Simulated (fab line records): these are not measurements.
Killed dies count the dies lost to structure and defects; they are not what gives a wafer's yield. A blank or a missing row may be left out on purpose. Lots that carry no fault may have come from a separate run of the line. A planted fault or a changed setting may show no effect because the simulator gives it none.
The tool behind it: which one? ; flow berkeley-cmos170 ; Sampling: 15 lots, 45 wafers, 5 of 331 route steps

WHAT THE GAUGES SHOWED, per wafer
UCB170_V2_CD_MEAS_12 targets a cd of 700 nm. Usual: cd-nm 699.8 nm, standard deviation 1.4.
lot;measured;on;cd-nm (nm);flag
L637;day 8 14:36;cd-sem-02;701.7 701.0 700.5;
L638;day 9 02:43;cd-sem-01;699.1 699.9 699.1;
L640;day 9 03:31;cd-sem-01;701.2 700.5 700.8;
L639;day 9 06:34;cd-sem-01;701.2 701.5 701.1;
L642;day 9 11:56;cd-sem-01;699.2 699.1 700.0;
L641;day 9 12:06;cd-sem-01;698.6 699.0 698.8;
L643;day 9 21:19;cd-sem-02;700.3 700.2 699.8;
L645;day 9 22:21;cd-sem-01;699.7 700.3 701.3;
L644;day 9 23:15;cd-sem-01;696.8 697.3 697.1;
L647;day 10 10:59;cd-sem-02;702.3 702.1 701.5;
L648;day 10 12:30;cd-sem-01;698.0 697.0 698.5;
L650;day 11 11:23;cd-sem-01;698.5 699.1 699.8;
L655;day 12 00:50;cd-sem-02;698.0 696.8 698.6;
L656;day 12 13:47;cd-sem-01;700.7 702.5 702.4;
L658;day 13 12:30;cd-sem-02;702.3 702.5 701.4;

UCB170_V2_OVL_MEAS_13. Usual: V2_OVL typically reads 0 nm, with standard deviation 4.4.
lot;measured;on;V2_OVL (nm);flag
L637;day 8 14:43;overlay-01;2 1 -1;
L638;day 9 02:48;overlay-02;4 3 8;
L640;day 9 03:37;overlay-02;-7 -3 -3;
L639;day 9 06:41;overlay-02;-1 2 -4;
L642;day 9 12:03;overlay-01;0 0 3;
L641;day 9 12:11;overlay-01;1 4 3;
L643;day 9 21:26;overlay-02;4 6 2;
L645;day 9 22:28;overlay-02;-4 -5 -1;
L644;day 9 23:20;overlay-02;144 141 139;OFF
L647;day 10 11:06;overlay-01;142 146 144;OFF
L648;day 10 12:37;overlay-02;142 138 140;OFF
L650;day 11 11:29;overlay-02;2 1 1;
L655;day 12 00:57;overlay-02;1 1 1;
L656;day 12 13:52;overlay-01;8 2 10;
L658;day 13 12:36;overlay-01;1 4 -1;

UCB170_M3_CD_MEAS_15 targets a cd of 700 nm. Usual: cd-nm 700.0 nm, standard deviation 1.5.
lot;measured;on;cd-nm (nm);flag
L637;day 8 17:57;cd-sem-02;700.5 699.0 699.4;
L638;day 9 05:45;cd-sem-01;699.3 699.4 699.4;
L640;day 9 06:30;cd-sem-02;701.8 700.5 700.9;
L639;day 9 10:19;cd-sem-02;698.4 700.9 700.5;
L642;day 9 15:20;cd-sem-02;699.6 701.6 699.9;
L641;day 9 16:31;cd-sem-01;702.9 702.7 701.3;
L643;day 10 00:17;cd-sem-01;699.3 698.9 698.4;
L645;day 10 01:23;cd-sem-01;698.4 699.2 697.8;
L644;day 10 02:06;cd-sem-02;700.5 701.1 701.2;
L647;day 10 14:14;cd-sem-01;698.7 698.1 699.2;
L648;day 10 15:59;cd-sem-01;698.5 697.4 698.7;
L650;day 11 13:59;cd-sem-02;698.8 698.3 698.9;
L655;day 12 04:14;cd-sem-02;700.3 700.1 698.8;
L656;day 12 17:05;cd-sem-02;698.3 697.2 697.7;
L658;day 13 15:19;cd-sem-02;702.0 702.8 701.8;

WHAT TOOL EACH LOT RAN ON (gives the tool, then ch and the chambers of the sampled wafers, and finally the start)
lot;UCB170_M2_STRIP_19;UCB170_V2_EXPOSE_09
L637;plasma-asher-01 ch 0,1, day 8 11:44;krf-scanner-02 ch 0, day 8 13:40
L638;plasma-asher-03 ch 0,1, day 9 00:00;krf-scanner-02 ch 0, day 9 01:43
L640;plasma-asher-04 ch 0,1, day 9 00:34;krf-scanner-02 ch 0, day 9 02:49
L639;plasma-asher-03 ch 0,1, day 9 04:26;krf-scanner-02 ch 0, day 9 06:10
L642;plasma-asher-01 ch 0,1, day 9 09:47;krf-scanner-01 ch 0, day 9 11:32
L641;plasma-asher-04 ch 0,1, day 9 10:06;krf-scanner-01 ch 0, day 9 11:43
L643;plasma-asher-04 ch 0,1, day 9 19:04;krf-scanner-02 ch 0, day 9 20:56
L645;plasma-asher-04 ch 0,1, day 9 20:05;krf-scanner-02 ch 0, day 9 21:37
L644;plasma-asher-01 ch 0,1, day 9 21:10;krf-scanner-02 ch 0, day 9 22:52
L647;plasma-asher-01 ch 0,1, day 10 08:57;krf-scanner-02 ch 0, day 10 10:29
L648;plasma-asher-04 ch 1, day 10 09:57;krf-scanner-02 ch 0, day 10 12:07
L650;plasma-asher-04 ch 0,1, day 11 09:26;krf-scanner-01 ch 0, day 11 11:00
L655;plasma-asher-04 ch 0, day 11 20:31;krf-scanner-01 ch 0, day 12 00:27
L656;plasma-asher-01 ch 0,1, day 12 11:38;krf-scanner-01 ch 0, day 12 13:24
L658;plasma-asher-01 ch 0,1, day 13 10:14;krf-scanner-01 ch 0, day 13 12:06
- UCB170_M2_STRIP_19: strips in O2.
- UCB170_V2_EXPOSE_09: exposes mask VIA2, target cd 700 nm.

WHAT THE TOOLS THEMSELVES READ (means of the sampled wafers that have a number; where no wafer has one, the mark that the record gives instead)
UCB170_M2_STRIP_19. Usual: drypump-motor-current-A 6.2 A, standard deviation 0.43; oes-product-au 0.537 a.u., standard deviation 0.0078.
lot;tool;drypump-motor-current-A (A);oes-product-au (a.u.);flag
L637;plasma-asher-01;5.7;0.533;
L638;plasma-asher-03;6.0;0.537;
L640;plasma-asher-04;6.4;0.540;
L639;plasma-asher-03;6.0;0.538;
L642;plasma-asher-01;5.8;0.544;
L641;plasma-asher-04;6.4;0.543;
L643;plasma-asher-04;6.5;0.533;
L645;plasma-asher-04;6.4;0.539;
L644;plasma-asher-01;6.2;0.533;
L647;plasma-asher-01;5.7;0.538;
L648;plasma-asher-04;6.5;0.554;
L650;plasma-asher-04;6.4;0.537;
L655;plasma-asher-04;6.4;0.531;
L656;plasma-asher-01;6.2;0.528;
L658;plasma-asher-01;6.1;0.543;

THE ANSWER, worked out from the rows above alone
Rule: a lot is off if the mean of its wafers that have a number lies more than 3 standard deviations from the usual mean. A lot without any number at a reading at which 4 lots or more have one is off too. Where the step has rows for the other lots, those lots are counted as sound. First the gauges in route order, then the tools' own readings, where a lot's mean is used as printed above. The first step at which some lot is off is used, and at that step the reading that is off furthest; a lot without a number counts as furthest.
Off: L644, L647, L648, at UCB170_V2_OVL_MEAS_13 (V2_OVL).
If a tool, at a process step before that reading, ran all the lots that are off and no sound lot after the first of them, it fits. The gauges at UCB170_V2_OVL_MEAS_13 are tried like those tools. One fits: krf-scanner-02 at UCB170_V2_EXPOSE_09. Its last sound lot is L645 (day 9 21:37), its first lot that is off L644 (day 9 22:52): a fault that began between those two fits.

WHAT WAS PUT IN BY THE SIMULATOR
Scanner matching overlay: krf-scanner-02, from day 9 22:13 on, at UCB170_V2_EXPOSE_09. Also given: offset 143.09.
Shown lots that were struck: L644, L647, L648. The same result came from the rule above.
